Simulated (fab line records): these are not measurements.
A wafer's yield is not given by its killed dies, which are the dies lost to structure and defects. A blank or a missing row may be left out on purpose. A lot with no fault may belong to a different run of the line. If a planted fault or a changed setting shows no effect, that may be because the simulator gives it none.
What tool caused it?    flow ritCmos    14 lots, 42 wafers sampled, at 4 steps of a route of 202

## WHAT EACH GAUGE READ, for each wafer
RIT_SDANNEAL_RS_MEAS_04: a four-point-probe measurement. Usual: for PSD_RS the level is 115.9 ohm/sq and the standard deviation is 0.33.
lot   measured     on            PSD_RS (ohm/sq)    flag
L847  day 3 06:52  filmMetro-04  115.7 115.7 115.7  
L852  day 4 09:40  filmMetro-04  116.2 116.2 116.4  
L857  day 5 09:04  filmMetro-03  130.4 130.7 130.3  OFF
L858  day 5 14:08  filmMetro-03  116.0 116.3 116.6  
L859  day 5 18:52  filmMetro-03  130.0 130.2 130.3  OFF
L860  day 5 20:50  filmMetro-04  115.8 116.0 116.1  
L862  day 6 08:52  filmMetro-04  115.7 115.9 115.9  
L863  day 6 11:28  filmMetro-03  115.9 115.8 116.0  
L864  day 6 17:11  filmMetro-02  115.6 116.0 115.6  
L865  day 7 02:05  filmMetro-04  115.8 115.7 115.7  
L867  day 7 10:52  filmMetro-03  116.5 116.2 116.3  
L868  day 7 14:58  filmMetro-02  116.1 116.4 116.3  
L869  day 7 21:20  filmMetro-04  115.8 115.9 115.8  
L870  day 7 23:43  filmMetro-04  115.3 115.5 115.6  

RIT_SDANNEAL_RS_MEAS_05: a four-point-probe measurement. Usual: for NSD_RS the level is 84.7 ohm/sq and the standard deviation is 0.31.
lot   measured     on            NSD_RS (ohm/sq)  flag
L847  day 3 06:59  filmMetro-04  84.7 84.7 84.2   
L852  day 4 09:47  filmMetro-04  84.7 84.5 84.5   
L857  day 5 09:11  filmMetro-03  85.6 85.3 85.8   
L858  day 5 14:15  filmMetro-03  84.6 84.4 84.6   
L859  day 5 18:59  filmMetro-03  85.4 85.4 85.5   
L860  day 5 20:57  filmMetro-04  84.8 84.4 84.6   
L862  day 6 08:59  filmMetro-04  84.4 84.7 84.3   
L863  day 6 11:35  filmMetro-03  84.9 85.0 85.2   
L864  day 6 17:19  filmMetro-02  84.0 83.9 83.8   
L865  day 7 02:12  filmMetro-04  84.9 84.8 84.9   
L867  day 7 10:59  filmMetro-03  84.7 84.6 84.7   
L868  day 7 15:05  filmMetro-02  84.8 84.6 84.8   
L869  day 7 21:27  filmMetro-04  84.8 85.0 84.7   
L870  day 7 23:50  filmMetro-04  84.4 84.3 84.3   

RIT_SDANNEAL_RS_MEAS_06: a four-point-probe measurement. Usual: for PLDD_RS the level is 178.7 ohm/sq and the standard deviation is 0.54.
lot   measured     on            PLDD_RS (ohm/sq)   flag
L847  day 3 07:07  filmMetro-04  178.3 178.2 178.5  
L852  day 4 09:54  filmMetro-04  178.7 178.9 179.1  
L857  day 5 09:18  filmMetro-03  195.2 195.3 194.7  OFF
L858  day 5 14:22  filmMetro-03  179.1 179.3 179.8  
L859  day 5 19:06  filmMetro-03  194.2 194.2 194.5  OFF
L860  day 5 21:04  filmMetro-04  178.1 178.6 178.2  
L862  day 6 09:07  filmMetro-04  178.4 178.7 178.4  
L863  day 6 11:43  filmMetro-03  178.4 178.7 177.8  
L864  day 6 17:26  filmMetro-02  178.6 178.3 178.6  
L865  day 7 02:19  filmMetro-04  178.4 178.8 178.3  
L867  day 7 11:07  filmMetro-03  179.3 179.0 179.5  
L868  day 7 15:13  filmMetro-02  178.3 178.8 178.2  
L869  day 7 21:34  filmMetro-04  178.4 178.9 177.8  
L870  day 7 23:58  filmMetro-04  177.9 178.2 178.5  

## WHICH TOOL RAN EACH LOT (tool, then ch and the chambers of the sampled wafers, then the start)
lot   RIT_SDANNEAL_RTA_03
L847  rtpAnneal-01 ch 0, day 3 06:47
L852  rtpAnneal-01 ch 0, day 4 09:36
L857  rtpAnneal-01 ch 0, day 5 08:59
L858  rtpAnneal-02 ch 0, day 5 14:04
L859  rtpAnneal-01 ch 0, day 5 18:48
L860  rtpAnneal-02 ch 0, day 5 20:47
L862  rtpAnneal-02 ch 0, day 6 08:49
L863  rtpAnneal-02 ch 0, day 6 11:25
L864  rtpAnneal-02 ch 0, day 6 17:07
L865  rtpAnneal-02 ch 0, day 7 02:02
L867  rtpAnneal-02 ch 0, day 7 10:49
L868  rtpAnneal-02 ch 0, day 7 14:55
L869  rtpAnneal-02 ch 0, day 7 21:16
L870  rtpAnneal-02 ch 0, day 7 23:40
- RIT_SDANNEAL_RTA_03: time 5 s.

## WHAT THE TOOLS THEMSELVES READ (means of the sampled wafers that have a number; where no wafer has one, the mark that the record gives instead)
RIT_SDANNEAL_RTA_03. Usual: wafer_temp_C_max reads 1053.5 (standard deviation 1.1).
lot   tool          wafer_temp_C_max  flag
L847  rtpAnneal-01  1055.1            
L852  rtpAnneal-01  1053.5            
L857  rtpAnneal-01  1033.4            OFF
L858  rtpAnneal-02  1053.7            
L859  rtpAnneal-01  1032.6            OFF
L860  rtpAnneal-02  1053.4            
L862  rtpAnneal-02  1053.4            
L863  rtpAnneal-02  1052.9            
L864  rtpAnneal-02  1053.5            
L865  rtpAnneal-02  1053.0            
L867  rtpAnneal-02  1054.0            
L868  rtpAnneal-02  1054.7            
L869  rtpAnneal-02  1053.0            
L870  rtpAnneal-02  1052.9            

## THE ANSWER, worked out from the rows above alone
Rule: a lot counts as off when the mean over its wafers that have a number is more than 3 standard deviations away from the usual mean. Also off: a lot with no number at a reading for which 4 or more lots have one. Where the step has rows for the other lots, those lots are counted as sound. Order of review: gauges by route order, followed by the tools' own readings, for which a lot's mean as printed above is used. At the first step where some lot is off, the reading lying furthest off is the one used; lots without a number count as furthest.
Off: L857, L859, seen at RIT_SDANNEAL_RS_MEAS_04 (PSD_RS).
If a tool, at a process step before that reading, ran all the lots that are off and no sound lot after the first of them, it fits. Not tried: the gauges at RIT_SDANNEAL_RS_MEAS_04; whatever is off there is also off at RIT_SDANNEAL_RTA_03, on other tools, and gauge error can't account for it. One fits: rtpAnneal-01 at RIT_SDANNEAL_RTA_03. Its last sound lot is L852 (day 4 09:36), its first lot that is off L857 (day 5 08:59): a fault that began between those two fits.
The tool's own readings at RIT_SDANNEAL_RTA_03 bear it out: on the lots that are off they differ by more than 5 times the standard deviation of the sound lots' means. wafer_temp_C_max reads 1033.0 there against 1053.6 on the sound lots.

## WHAT THE SIMULATOR HAD INSERTED
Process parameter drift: rtpAnneal-01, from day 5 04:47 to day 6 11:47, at RIT_SDANNEAL_RTA_03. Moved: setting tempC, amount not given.
Shown lots that were struck: L857, L859. The rule above reached the same finding.
